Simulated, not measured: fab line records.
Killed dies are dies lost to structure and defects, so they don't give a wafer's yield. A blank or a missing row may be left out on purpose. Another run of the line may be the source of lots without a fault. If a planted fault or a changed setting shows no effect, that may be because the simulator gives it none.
A struck lot beside a sound one -- flow rit cmos -- 44 out of 202 route steps
Sound: the wafers L470.1, L470.3, L470.6. The struck wafers were L478.1, L478.4, L478.6. At the end, the cause is stated.
Each step with rows lists, per side, the tool, then ch with its chambers, then its first start. Under that, the readings that differ: sound wafers -- struck wafers -- difference of the means -- sigmas: that difference in standard deviations of wafers without a fault.
alike: readings whose means differ by less than 2 such deviations, and words and numbers that are the same on both sides. not compared: withheld readings, readings that some wafer has no value for, bounds like >300 that may hide the same value, and numbers for which the record gives no deviation and whose values overlap.
The two part at a step that has a row with sigmas, a row that says differs or no value, or rows on one side only. Numbers that don't overlap but have no deviation are shown without sigmas and don't part them. Lack of a reading on every wafer of one side parts them only where that side has two or more wafers.

first, 2 steps without rows for these wafers: RIT_PLDD_PEB_04; RIT_PLDD_DEVELOP_05 (develop time 50 s).
RIT_PLDD_OVL_MEAS_06:
  sound on overlay-01, day 5 01:34; struck on overlay-01, day 6 19:19
  alike: PLDD_OVL
then, 2 steps without rows for these wafers: RIT_PLDD_HARDBAKE_07 (time 60 s); RIT_PLDD_IMPLANT_08.
RIT_PLDD_STRIP_09: strips in O2, time 180 s.
  sound on plasma asher-03 ch 0,1, day 5 01:54; struck on plasma asher-03 ch 0,1, day 6 19:40
  alike: drypump motor current A
  not compared: rf hours counter h
RIT_PLDD_TW_MEAS_10:
  sound on film metro-04, day 5 02:04; struck on film metro-03, day 6 19:50
  alike: PLDD_TW
then, 4 steps without rows for these wafers: RIT_SPACER_CLEAN_00 (cleans in SC1, time 600 s); RIT_SPACER_CLEAN_01 (cleans in dHF, time 30 s); RIT_SPACER_CLEAN_02 (cleans in SC2, time 600 s); RIT_SPACER_CVD_03 (deposits Si3N4 from SiH2Cl2/NH3, target thk 250 nm, time 3300 s).
RIT_SPACER_THK_MEAS_04:
  sound on film metro-02, day 5 04:27; struck on film metro-02, day 6 22:13
  alike: SPACER_NITRIDE_THK
RIT_SPACER_ETCHBACK_05: etches Si3N4 in SF6/CHF3, stops on SiO2, target depth 250 nm, time 240 s.
  sound on rie diel-04 ch 0,1,3, day 5 04:31; struck on rie diel-01 ch 0,3, day 6 22:16
reading,sound,struck,difference,sigmas
oes product au (a.u.),0.865 0.861 0.827,0.673 0.647 0.673,-0.187,-12
run length s (s),268.6 267.4 268.7,364.4 363.8 364.8,+96.1,+99 or more
model.poly-Si_of_GATE_CVD_08.thk nm (nm),173.4 175.1 173.5,133.3 138.2 135.8,-38.2,
model.Si3N4_of_SPACER_CVD_03.thk nm (nm),196.4 195 196,170.4 172.3 170.7,-24.7,
model.SiO2_of_FOX2_OXIDATION_00.thk nm (nm),189.5 182.5 185.6,160.2 164.4 160.7,-24.1,
  alike: drypump motor current A, rf fwd power W, throttle valve pct
  not compared: rf hours counter h
then, 6 steps without rows for these wafers: RIT_NSD_HMDS_00 (prime time 60 s); RIT_NSD_COAT_01 (resist thk 1000 nm); RIT_NSD_SOFTBAKE_02 (time 60 s); RIT_NSD_EXPOSE_03 (exposes mask M9, target cd 40700 nm); RIT_NSD_PEB_04; RIT_NSD_DEVELOP_05 (develop time 50 s).
RIT_NSD_OVL_MEAS_06:
  sound on overlay-01, day 5 05:43; struck on overlay-02, day 6 23:24
  alike: NSD_OVL
then, 2 steps without rows for these wafers: RIT_NSD_HARDBAKE_07 (time 60 s); RIT_NSD_IMPLANT_08.
RIT_NSD_STRIP_09: strips in O2, time 180 s.
  sound on plasma asher-04 ch 0,1, day 5 06:02; struck on plasma asher-04 ch 1, day 6 23:44
  alike: drypump motor current A
  not compared: rf hours counter h
RIT_NSD_TW_MEAS_10:
  sound on film metro-01, day 5 06:13; struck on film metro-04, day 6 23:55
  alike: NSD_TW
then, 6 steps without rows for these wafers: RIT_PSD_HMDS_00 (prime time 60 s); RIT_PSD_COAT_01 (resist thk 1000 nm); RIT_PSD_SOFTBAKE_02 (time 60 s); RIT_PSD_EXPOSE_03 (exposes mask M10, target cd 40900 nm); RIT_PSD_PEB_04; RIT_PSD_DEVELOP_05 (develop time 50 s).
RIT_PSD_OVL_MEAS_06:
  sound on overlay-02, day 5 07:15; struck on overlay-02, day 7 00:49
  alike: PSD_OVL
then, 2 steps without rows for these wafers: RIT_PSD_HARDBAKE_07 (time 60 s); RIT_PSD_IMPLANT_08.
RIT_PSD_STRIP_09: strips in O2, time 180 s.
  sound on plasma asher-01 ch 0,1, day 5 07:35; struck on plasma asher-04 ch 0,1, day 7 01:09
  alike: drypump motor current A
  not compared: rf hours counter h
RIT_PSD_TW_MEAS_10:
  sound on film metro-03, day 5 07:46; struck on film metro-04, day 7 01:20
  alike: PSD_TW
then, 2 steps without rows for these wafers: RIT_SDANNEAL_CLEAN_00 (cleans in SC1, time 600 s); RIT_SDANNEAL_CLEAN_01 (cleans in dHF, time 30 s).
RIT_SDANNEAL_CLEAN_02: cleans in SC2, time 600 s.
  sound on wet bench-03 ch 0, day 5 08:02; struck on wet bench-03 ch 0, day 7 01:47
reading,sound,struck,difference,sigmas
model.poly-Si_of_GATE_CVD_08.thk nm (nm),169 170.7 169.1,128.9 133.8 131.3,-38.3,
  alike: bath guard temp C
RIT_SDANNEAL_RTA_03: time 5 s.
  sound on rtp anneal-01 ch 0, day 5 08:13; struck on rtp anneal-02 ch 0, day 7 01:58
  alike: chamber o2 ppm, ramp up c per s, wafer_temp_C_max
RIT_SDANNEAL_RS_MEAS_04: measurement is done with a four-point probe.
  sound on film metro-03, day 5 08:17; struck on film metro-01, day 7 02:01
  alike: PSD_RS
RIT_SDANNEAL_RS_MEAS_05: measurement is done with a four-point probe.
  sound on film metro-03, day 5 08:24; struck on film metro-01, day 7 02:08
reading,sound,struck,difference,sigmas
NSD_RS (ohm/sq),84.35 84.37 84.20,85.14 85.05 84.83,+0.70,+2
RIT_SDANNEAL_RS_MEAS_06: measurement is done with a four-point probe.
  sound on film metro-03, day 5 08:31; struck on film metro-01, day 7 02:16
  alike: PLDD_RS
RIT_SILICIDE_WET_ETCH_00: etches SiO2 in BOE, target depth 14 nm, time 15 s.
  sound on wet bench-04 ch 1, day 5 08:46; struck on wet bench-01 ch 3, day 7 02:30
reading,sound,struck,difference,sigmas
model.Si3N4_of_SPACER_CVD_03.thk nm (nm),195.3 193.8 194.9,169.2 171.1 169.5,-24.7,
model.SiO2_of_FOX2_OXIDATION_00.thk nm (nm),160.7 153.8 156.8,131.7 135.8 132.2,-23.9,
RIT_M1_PROBE_99:
  sound on prober-01, day 5 15:46; struck on prober-01, day 7 10:08
reading,sound,struck,difference,sigmas
model.etest.nplus sal.width nm (nm),3451 3471 3445,3652 3631 3637,+184,
model.etest.pplus sal.width nm (nm),3457 3464 3458,3672 3627 3648,+189,
model.etest.pldd.width nm (nm),3189 3185 3180,3337 3336 3338,+152,
model.etest.nldd.width nm (nm),3206 3188 3198,3343 3326 3330,+136,
model.etest.pwell pinched.rs ohm sq,452.7 464.1 452.6,564.5 555.7 567.8,+106.2,
model.etest.nwell pinched.rs ohm sq,333.8 338 334.6,430.1 424.8 426.5,+91.7,
model.etest.nldd.rs ohm sq,384.4 386.1 388.7,257.4 339.5 296.1,-88.7,
model.etest.well edge left.line ohm um,184.8 182.1 183.8,228.6 228.1 230.1,+45.4,
  alike: killed at contacts, killed at front end, killed dies, killed open, killed short

WHERE THEY PART
At RIT_SPACER_ETCHBACK_05 first; at RIT_SDANNEAL_RS_MEAS_05 last (within this record only). Later steps at which nothing parts them and some readings are alike: RIT_SDANNEAL_RS_MEAS_06, RIT_M1_PROBE_99.

WHY: the cause the simulator had injected
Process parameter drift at RIT_SPACER_ETCHBACK_05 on rie diel-01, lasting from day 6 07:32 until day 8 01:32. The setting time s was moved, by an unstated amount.
